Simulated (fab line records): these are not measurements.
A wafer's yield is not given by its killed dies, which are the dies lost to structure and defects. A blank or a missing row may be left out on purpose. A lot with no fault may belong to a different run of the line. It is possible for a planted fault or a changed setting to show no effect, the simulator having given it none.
Comparing a struck lot with a sound one + flow rit_cmos + 15 out of 202 route steps
Sound: these wafers, L906.2, L906.4, L906.6. The struck wafers were L913.1, L913.3, L913.6. Last of all comes the cause.
Order at every step that has rows: each side's tool, ch and its chambers, its first start. Under that, the readings that differ: sound wafers + struck wafers + difference of the means + sigmas: that difference in standard deviations of wafers without a fault.
alike: words and numbers the same on both sides, and readings whose means are apart by under 2 such deviations; not compared: readings that were withheld, readings missing a value for some wafer, numbers with overlapping values and no deviation given by the record, and bounds like >300 which may hide the same value.
A row with sigmas, a row that says differs or no value, or rows on one side alone: a step with any of these is where the two part. When numbers do not overlap yet have no deviation, they are printed without sigmas and do not part them. A reading missing from all wafers of one side parts the sides only when that side holds two or more wafers.

RIT_PWELL_TW_MEAS_10:
  sound on film_metro-02, day 3 00:03; struck on film_metro-01, day 4 10:35
| reading  | sound       | struck      | difference | sigmas |
|----------|-------------|-------------|------------|--------|
| PWELL_TW | 949 953 954 | 941 942 942 | -10        | -2     |
then, 1 step without rows for these wafers: RIT_WELLDRIVE_ANNEAL_00 (time 14700 s).
RIT_WELLDRIVE_RS_MEAS_01: uses a four-point probe to measure.
  sound on film_metro-02, day 3 05:12; struck on film_metro-02, day 4 16:45
  alike: NWELL_RS
RIT_WELLDRIVE_RS_MEAS_02: uses a four-point probe to measure.
  sound on film_metro-02, day 3 05:19; struck on film_metro-02, day 4 16:52
  alike: PWELL_RS
then, 6 steps without rows for these wafers: RIT_NRETRO_HMDS_00 (prime time 60 s); RIT_NRETRO_COAT_01 (resist thk 1300 nm); RIT_NRETRO_SOFTBAKE_02 (time 60 s); RIT_NRETRO_EXPOSE_03 (exposes mask M4, target cd 43900 nm); RIT_NRETRO_PEB_04; RIT_NRETRO_DEVELOP_05 (develop time 68 s).
RIT_NRETRO_OVL_MEAS_06:
  sound on overlay-02, day 3 06:26; struck on overlay-02, day 4 18:00
  alike: NRETRO_OVL
then, 1 step without rows for these wafers: RIT_NRETRO_HARDBAKE_07 (time 120 s).
RIT_NRETRO_IMPLANT_08:
  sound on implanter-01 ch 0, day 3 06:44; struck on implanter-01 ch 0, day 4 18:17
| reading            | sound             | struck            | difference | sigmas |
|--------------------|-------------------|-------------------|------------|--------|
| tilt_deg (degrees) | 6.991 6.989 7.002 | 7.770 7.774 7.799 | +0.787     | +36    |
  alike: beam_on_s, end_station_pressure_torr
RIT_NRETRO_STRIP_09: strips in O2, time 180 s.
  sound on plasma_asher-01 ch 0,1, day 3 06:52; struck on plasma_asher-01 ch 0,1, day 4 18:26
  alike: drypump_motor_current_A, o2_flow_sccm
  not compared: rf_hours_counter_h
RIT_M1_PROBE_99:
  sound on prober-01, day 4 11:52; struck on prober-02, day 6 02:29
  alike: killed_at_front_end, killed_dies, killed_open, killed_short

## WHERE THEY PART
Last at RIT_NRETRO_IMPLANT_08 as far as this record goes, first at RIT_PWELL_TW_MEAS_10. Later steps at which nothing parts them and some readings are alike: RIT_NRETRO_STRIP_09, RIT_M1_PROBE_99.

WHY: what had been put in by the simulator
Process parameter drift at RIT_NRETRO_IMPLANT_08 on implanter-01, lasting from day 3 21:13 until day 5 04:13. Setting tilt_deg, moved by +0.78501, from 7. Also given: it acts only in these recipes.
